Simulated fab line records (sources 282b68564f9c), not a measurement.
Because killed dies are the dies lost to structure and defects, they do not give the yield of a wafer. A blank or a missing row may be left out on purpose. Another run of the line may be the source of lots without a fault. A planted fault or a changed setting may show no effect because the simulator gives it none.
Split-lot study | flow ritCmos | on a route of 202 steps: 5 lots, 23 wafers read

ABOUT THE SPLIT
At RIT_SILICIDE_SPUTTER_01 (material Ti, target thk 30 nm, time 240 s), the setting timeS was moved away from the recipe's 240 s on 9 of the 23 wafers read, by -14.4% to -8.7%. This setting was run at the recipe's value on the other wafers.

FROM THE SPLIT ON TO THE READING: in between, the file shows 1 step
- RIT_SILICIDE_RS_MEAS_02: measures by four-point-probe

THE READING
SILICIDE_TI_THK, in nm, at RIT_SILICIDE_THK_MEAS_03 (measures by xrf). Typical for fault-free wafers on this fab line: 30.4 nm, with standard deviation 0.36 nm.

wafer  | tool, chamber at the split | timeS as run, s | against the recipe | SILICIDE_TI_THK, nm | against lot-mates on the recipe
L074.1 | pvdSputter-03, -           | 240             | recipe             | 30.4                | -
L074.2 | pvdSputter-03, -           | 209.9           | -12.5%             | 26.4                | -3.8
L074.3 | pvdSputter-03, -           | 240             | recipe             | 30.3                | -
L074.4 | pvdSputter-03, -           | 240             | recipe             | 30.0                | -
L074.6 | pvdSputter-03, -           | 209.9           | -12.5%             | 26.2                | -4.0
L078.1 | pvdSputter-03, -           | 240             | recipe             | 30.4                | -
L078.2 | pvdSputter-03, -           | 240             | recipe             | 30.5                | -
L078.3 | pvdSputter-03, -           | 219.2           | -8.7%              | 27.9                | -2.6
L078.5 | pvdSputter-03, -           | 240             | recipe             | 30.6                | -
L078.6 | pvdSputter-03, -           | 219.2           | -8.7%              | 27.8                | -2.7
L079.1 | pvdSputter-02, -           | 240             | recipe             | 30.5                | -
L079.4 | pvdSputter-02, -           | 240             | recipe             | 30.3                | -
L079.6 | pvdSputter-02, -           | 240             | recipe             | 30.3                | -
L082.1 | pvdSputter-03, -           | 240             | recipe             | 30.5                | -
L082.2 | pvdSputter-03, -           | 208.1           | -13.3%             | 26.2                | -4.1
L082.3 | pvdSputter-03, -           | 208.1           | -13.3%             | 26.1                | -4.2
L082.4 | pvdSputter-03, -           | 208.1           | -13.3%             | 25.6                | -4.7
L082.6 | pvdSputter-03, -           | 240             | recipe             | 30.1                | -
L084.1 | pvdSputter-03, -           | 205.5           | -14.4%             | 26.9                | -4.1
L084.2 | pvdSputter-03, -           | 240             | recipe             | 31.0                | -
L084.4 | pvdSputter-03, -           | 240             | recipe             | 30.9                | -
L084.5 | pvdSputter-03, -           | 240             | recipe             | 31.1                | -
L084.6 | pvdSputter-03, -           | 205.5           | -14.4%             | 26.8                | -4.2

FIT RESULTS
A straight line over all 23 wafers: SILICIDE_TI_THK changes by +0.309 nm for each +1% of timeS; r = +0.98; the points scatter about the line by 0.41 nm.
The same after taking each lot's own level away (the mean of its wafers on the recipe; 23 wafers): +0.31 nm for each +1%; r = +1.00; scatter 0.2 nm.
According to that fit, moving timeS by its largest amount changes the reading by 4.5 nm.
Measured against the standard deviation above, the lots' own levels, which go from 30.23 to 31.00 nm, span 2.1 times it.
The two slopes are in agreement: the lot-to-lot level therefore moves the slope only a little.
Check: for one of the wafers moved furthest among these (-14.4%), held out of the fit, the line's prediction against its lot-mates is -4.52 nm. It came out at -4.1 nm against them.

OTHER SPLITS ON THESE WAFERS
Before the reading, these wafers also passed through other splits. Each is held against what the fit with the lots' levels taken away leaves over:
other split on the same wafers | wafers away from the commonest value | r with SILICIDE_TI_THK (lot level and that fit taken away)
RIT_NLDD_COAT_01 spinRpm       | 10                                   | +0.09
RIT_NLDD_IMPLANT_08 doseCm2    | 6                                    | -0.55
RIT_PSD_COAT_01 resistThkNm    | 7                                    | +0.06
RIT_PSD_IMPLANT_08 energyKev   | 6                                    | -0.11
RIT_SDANNEAL_CLEAN_01 timeS    | 15                                   | +0.03

THE WHOLE CHAIN: every reading that the file lists as answering this split, in the file's order
step                     | what it does                              | reading                                                                          | change (the file's fit)               | r (the file's)
RIT_SILICIDE_SPUTTER_01  | material Ti, target thk 30 nm, time 240 s | Ti_of_SILICIDE_SPUTTER_01.thkNm (the simulator's own value, which no gauge read) | +0.306 nm for each +1% of the setting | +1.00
RIT_SILICIDE_RS_MEAS_02  | measures by four-point-probe              | SILICIDE_TI_RS                                                                   | -0.711 for each +1% of the setting    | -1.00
RIT_SILICIDE_THK_MEAS_03 | measures by xrf                           | SILICIDE_TI_THK                                                                  | +0.307 for each +1% of the setting    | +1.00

THE FILE'S OWN FIT
SILICIDE_TI_THK changes by +0.307 nm for each +1% of timeS, r = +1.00.
